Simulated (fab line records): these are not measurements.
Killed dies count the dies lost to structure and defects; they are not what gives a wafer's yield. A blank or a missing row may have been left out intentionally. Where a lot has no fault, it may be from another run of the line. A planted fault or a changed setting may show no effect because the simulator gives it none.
Matching of chambers -- flow berkeley_cmos170 -- cmp-01 running UCB170_V1_CMP_02: 4 sister chambers
The step polishes SiO2. 14 wafers are shown with their chamber, then 7 later ones without.

## WAFERS, EACH WITH ITS CHAMBER
wafer,chamber,motor_current_A (A),platen_rpm (rpm)
L861.1,1,15.1,60.02
L861.3,0,17.8,59.99
L861.6,2,18.2,59.99
L865.1,1,15.7,60.02
L865.5,3,16.2,59.96
L865.6,0,17.2,59.94
L868.1,2,17.7,59.97
L868.2,0,17.6,59.96
L868.3,1,15.3,59.97
L871.1,1,15.6,60.06
L871.2,2,16.7,60.02
L871.3,3,15.5,59.97
L873.3,1,15.4,60.00
L873.4,0,17.3,59.99

SIGNATURES (averages over the wafers above)
reading,chamber 0,chamber 1,chamber 2,chamber 3,scatter within a chamber
motor_current_A,17.475,15.420,17.533,15.850,0.432
platen_rpm,59.9700,60.0140,59.9933,59.9650,0.0273
Rule: for a wafer and a chamber, the distance is found by dividing, reading by reading, the gap between the wafer's reading and the chamber's mean by the reading's scatter, squaring, summing and taking the root. The wafer belongs to the nearest chamber; if the next one is less than 2 further off, it can't be placed. The scatter is the square root of a quotient: the sum, over the shown wafers, of each reading's squared deviation from its chamber's mean, divided by wafers minus chambers.

## WAFERS WITH NO CHAMBER GIVEN
wafer,motor_current_A (A),platen_rpm (rpm)
L873.6,15.4,60.03
L872.1,18.2,59.98
L872.3,14.3,60.04
L872.6,17.6,59.95
L877.1,14.9,60.02
L877.2,17.5,60.03
L877.5,18.7,59.98

## CHAMBER TAKEN BY EACH
wafer,from the rows above,in truth
L873.6,1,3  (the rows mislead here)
L872.1,can't be placed: 2 or 0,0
L872.3,can't be placed: 1 or 3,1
L872.6,can't be placed: 0 or 2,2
L877.1,can't be placed: 1 or 3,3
L877.2,can't be placed: 2 or 0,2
L877.5,can't be placed: 2 or 0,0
Correctly placed: 0 of 7. Unplaceable from these rows: 6, with the true chamber sitting among the candidates in 6. 1 placed wrongly.
